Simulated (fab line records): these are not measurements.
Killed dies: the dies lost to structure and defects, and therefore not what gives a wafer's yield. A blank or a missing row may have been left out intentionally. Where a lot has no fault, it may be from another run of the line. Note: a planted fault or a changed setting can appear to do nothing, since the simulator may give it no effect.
What tool caused it? | flow rit cmos | 42 wafers from 14 lots sampled at 8 of the route's 202 steps

## WHAT EACH GAUGE READ, for each wafer
RIT_GATE_THK_MEAS_09.
lot  | measured    | on            | GATE_POLY_THK (nm)
L763 | day 2 14:49 | film metro-04 | 252.9 252.8 253.8
L764 | day 2 21:09 | film metro-04 | 253.7 254.8 252.1
L766 | day 3 04:53 | film metro-04 | 250.5 248.7 248.0
L767 | day 3 11:40 | film metro-04 | 248.3 248.4 246.3
L768 | day 3 14:30 | film metro-02 | 251.8 249.9 249.6
L770 | day 3 22:29 | film metro-04 | 249.7 250.3 250.3
L773 | day 4 15:25 | film metro-04 | 248.2 250.1 249.0
L775 | day 5 01:58 | film metro-04 | 245.3 244.2 246.7
L779 | day 5 19:36 | film metro-02 | 250.8 249.7 251.2
L781 | day 6 06:22 | film metro-04 | 251.4 251.4 254.5
L783 | day 6 15:10 | film metro-02 | 250.3 249.5 248.7
L784 | day 6 21:06 | film metro-02 | 248.8 248.7 249.3
L785 | day 7 02:43 | film metro-02 | 254.6 252.0 252.1
L786 | day 7 06:06 | film metro-02 | 249.2 250.1 250.4

RIT_SPACER_THK_MEAS_04.
lot  | measured    | on            | SPACER_NITRIDE_THK (nm)
L763 | day 3 01:11 | film metro-02 | 246.9 247.3 246.9
L764 | day 3 08:19 | film metro-01 | 252.0 249.6 251.8
L766 | day 3 15:43 | film metro-04 | 250.8 250.0 250.6
L767 | day 3 23:13 | film metro-02 | 246.5 245.6 245.2
L768 | day 4 00:25 | film metro-02 | 249.1 249.1 250.0
L770 | day 4 08:31 | film metro-04 | 247.7 247.2 246.3
L773 | day 5 02:05 | film metro-02 | 250.9 251.6 250.2
L775 | day 5 11:49 | film metro-02 | 243.8 245.6 244.9
L779 | day 6 06:53 | film metro-01 | 251.2 249.2 253.2
L781 | day 6 16:21 | film metro-01 | 247.3 247.3 248.0
L783 | day 7 02:05 | film metro-04 | 248.5 251.1 248.0
L784 | day 7 07:10 | film metro-04 | 244.0 245.3 245.0
L785 | day 8 00:04 | film metro-04 | 246.8 249.0 249.2
L786 | day 8 01:24 | film metro-01 | 246.6 249.6 250.7

RIT_SDANNEAL_RS_MEAS_04: uses a four-point probe to measure.
lot  | measured    | on            | PSD_RS (ohm/sq)
L763 | day 3 05:08 | film metro-03 | 115.9 115.8 115.8
L764 | day 3 12:19 | film metro-01 | 116.9 116.4 116.3
L766 | day 3 19:43 | film metro-04 | 115.1 115.2 115.1
L767 | day 4 02:48 | film metro-01 | 116.0 115.8 116.0
L768 | day 4 04:02 | film metro-04 | 72.7 72.6 72.7
L770 | day 4 12:20 | film metro-03 | 73.1 72.8 73.1
L773 | day 5 05:41 | film metro-04 | 115.4 115.7 115.6
L775 | day 5 15:19 | film metro-04 | 115.8 115.8 115.6
L779 | day 6 10:30 | film metro-04 | 116.2 115.9 115.8
L781 | day 6 19:52 | film metro-04 | 116.1 116.2 115.6
L783 | day 7 05:46 | film metro-04 | 116.4 115.9 115.7
L784 | day 7 22:22 | film metro-01 | 116.4 116.4 116.3
L785 | day 8 04:03 | film metro-01 | 116.1 115.8 115.7
L786 | day 8 05:28 | film metro-01 | 115.6 115.4 115.9

RIT_SDANNEAL_RS_MEAS_05: uses a four-point probe to measure.
lot  | measured    | on            | NSD_RS (ohm/sq)
L763 | day 3 05:15 | film metro-03 | 84.59 84.70 84.87
L764 | day 3 12:26 | film metro-01 | 84.60 84.55 84.95
L766 | day 3 19:50 | film metro-04 | 84.61 84.22 84.61
L767 | day 4 02:55 | film metro-01 | 84.90 84.92 84.77
L768 | day 4 04:10 | film metro-04 | 77.04 77.32 77.18
L770 | day 4 12:28 | film metro-03 | 77.04 77.26 77.23
L773 | day 5 05:49 | film metro-04 | 84.31 84.18 84.39
L775 | day 5 15:26 | film metro-04 | 84.62 84.71 84.51
L779 | day 6 10:37 | film metro-04 | 84.86 84.72 84.93
L781 | day 6 19:59 | film metro-04 | 84.34 84.43 84.21
L783 | day 7 05:53 | film metro-04 | 84.89 84.99 84.80
L784 | day 7 22:29 | film metro-01 | 84.97 84.73 85.00
L785 | day 8 04:10 | film metro-01 | 84.73 84.62 84.82
L786 | day 8 05:35 | film metro-01 | 84.64 84.79 84.64

RIT_SDANNEAL_RS_MEAS_06: uses a four-point probe to measure.
lot  | measured    | on            | PLDD_RS (ohm/sq)
L763 | day 3 05:22 | film metro-03 | 177.9 177.7 178.1
L764 | day 3 12:33 | film metro-01 | 178.5 177.9 178.6
L766 | day 3 19:57 | film metro-04 | 176.7 177.4 177.1
L767 | day 4 03:02 | film metro-01 | 178.3 178.0 177.9
L768 | day 4 04:17 | film metro-04 | 140.8 140.9 140.5
L770 | day 4 12:35 | film metro-03 | 141.3 141.4 141.5
L773 | day 5 05:56 | film metro-04 | 177.6 178.4 178.0
L775 | day 5 15:33 | film metro-04 | 177.5 176.8 176.6
L779 | day 6 10:44 | film metro-04 | 177.4 177.6 177.9
L781 | day 6 20:06 | film metro-04 | 177.6 178.2 177.8
L783 | day 7 06:01 | film metro-04 | 177.9 177.6 177.4
L784 | day 7 22:36 | film metro-01 | 178.4 177.9 177.9
L785 | day 8 04:17 | film metro-01 | 178.0 177.8 178.4
L786 | day 8 05:42 | film metro-01 | 177.5 177.6 177.4

RIT_SDANNEAL_RS_MEAS_07: uses a four-point probe to measure.
lot  | measured    | on            | NLDD_RS (ohm/sq)
L763 | day 3 05:29 | film metro-03 | 152.0 151.7 151.8
L764 | day 3 12:40 | film metro-01 | 151.4 151.9 151.2
L766 | day 3 20:04 | film metro-04 | 151.1 151.8 151.6
L767 | day 4 03:10 | film metro-01 | 152.4 151.6 152.4
L768 | day 4 04:24 | film metro-04 | 142.2 142.0 142.7
L770 | day 4 12:42 | film metro-03 | 142.8 142.9 143.1
L773 | day 5 06:03 | film metro-04 | 151.5 151.6 151.5
L775 | day 5 15:40 | film metro-04 | 151.9 151.2 151.2
L779 | day 6 10:52 | film metro-04 | 151.9 151.4 151.3
L781 | day 6 20:13 | film metro-04 | 151.8 151.3 151.3
L783 | day 7 06:08 | film metro-04 | 151.5 151.2 151.4
L784 | day 7 22:43 | film metro-01 | 151.5 151.5 152.0
L785 | day 8 04:25 | film metro-01 | 151.8 151.9 151.6
L786 | day 8 05:49 | film metro-01 | 152.2 151.8 152.0

## WHICH TOOL RAN EACH LOT (tool, then ch and the chambers of the sampled wafers, then the start)
lot  | RIT_NLDD_STRIP_09                   | RIT_SDANNEAL_RTA_03
L763 | plasma asher-02 ch 0,1, day 2 21:09 | rtp anneal-02 ch 0, day 3 05:04
L764 | plasma asher-04 ch 0,1, day 3 04:22 | rtp anneal-01 ch 0, day 3 12:15
L766 | plasma asher-02 ch 0,1, day 3 10:49 | rtp anneal-01 ch 0, day 3 19:39
L767 | plasma asher-03 ch 0,1, day 3 19:17 | rtp anneal-02 ch 0, day 4 02:44
L768 | plasma asher-04 ch 0,1, day 3 20:22 | rtp anneal-01 ch 0, day 4 03:58
L770 | plasma asher-04 ch 0,1, day 4 04:34 | rtp anneal-01 ch 0, day 4 12:17
L773 | plasma asher-04 ch 0,1, day 4 21:11 | rtp anneal-02 ch 0, day 5 05:38
L775 | plasma asher-03 ch 0,1, day 5 07:52 | rtp anneal-02 ch 0, day 5 15:15
L779 | plasma asher-02 ch 0,1, day 6 02:56 | rtp anneal-02 ch 0, day 6 10:26
L781 | plasma asher-04 ch 0,1, day 6 12:27 | rtp anneal-02 ch 0, day 6 19:47
L783 | plasma asher-02 ch 0,1, day 6 21:48 | rtp anneal-02 ch 0, day 7 05:43
L784 | plasma asher-03 ch 0,1, day 7 03:14 | rtp anneal-01 ch 0, day 7 22:19
L785 | plasma asher-02 ch 0,1, day 7 19:55 | rtp anneal-02 ch 0, day 8 03:59
L786 | plasma asher-02 ch 0,1, day 7 20:10 | rtp anneal-01 ch 0, day 8 05:24
- RIT_NLDD_STRIP_09: strips in O2, time 180 s.
- RIT_SDANNEAL_RTA_03: time 5 s.

## WHAT THE TOOLS THEMSELVES READ (means of the sampled wafers that have a number; where no wafer has one, the mark that the record gives instead)
RIT_NLDD_STRIP_09.
lot  | tool            | drypump motor current A (A)
L763 | plasma asher-02 | 5.9
L764 | plasma asher-04 | 5.3
L766 | plasma asher-02 | 5.9
L767 | plasma asher-03 | 5.7
L768 | plasma asher-04 | 5.1
L770 | plasma asher-04 | 5.3
L773 | plasma asher-04 | 5.1
L775 | plasma asher-03 | 5.8
L779 | plasma asher-02 | 5.9
L781 | plasma asher-04 | 5.3
L783 | plasma asher-02 | 5.9
L784 | plasma asher-03 | 5.8
L785 | plasma asher-02 | 5.8
L786 | plasma asher-02 | 5.7

RIT_SDANNEAL_RTA_03.
lot  | tool          | wafer_temp_C_max
L763 | rtp anneal-02 | 1053.5
L764 | rtp anneal-01 | 1053.9
L766 | rtp anneal-01 | 1054.0
L767 | rtp anneal-02 | 1052.9
L768 | rtp anneal-01 | 1053.9
L770 | rtp anneal-01 | 1053.7
L773 | rtp anneal-02 | 1054.1
L775 | rtp anneal-02 | 1052.6
L779 | rtp anneal-02 | 1053.2
L781 | rtp anneal-02 | 1053.8
L783 | rtp anneal-02 | 1054.4
L784 | rtp anneal-01 | 1053.6
L785 | rtp anneal-02 | 1053.6
L786 | rtp anneal-01 | 1055.2

## THE ANSWER, worked out from the rows above alone
Rule: the lots themselves supply what counts as usual. The widest of any qualifying gaps counts: lots, ordered by their means at a reading, are off when they make up no more than a third of the lots, leave a main group of 4 or more, and stand apart from it by 3 or more times the standard deviation of that group's means. Not used: any main group whose means are identical at the precision the tables above print for the reading. A lot without any number at a reading at which 4 lots or more have one is off too. Where the step has rows for the other lots, those lots are counted as sound. The gauges are gone through in route order, then the tools' own readings, and for those a lot's mean is taken as printed above. At the first step where some lot is off, the reading lying furthest off is the one used; lots without a number count as furthest.
Off: at RIT_SDANNEAL_RS_MEAS_04 (PSD_RS), L768, L770. For the main group the mean is 115.9 ohm/sq and the standard deviation 0.35.
A tool fits if, at a process step before that reading, it ran every lot that is off, and no sound lot after the first of them. Gauges at RIT_SDANNEAL_RS_MEAS_04: tried the same way as those tools. None of those tried fits.

## WHAT THE SIMULATOR HAD PUT IN
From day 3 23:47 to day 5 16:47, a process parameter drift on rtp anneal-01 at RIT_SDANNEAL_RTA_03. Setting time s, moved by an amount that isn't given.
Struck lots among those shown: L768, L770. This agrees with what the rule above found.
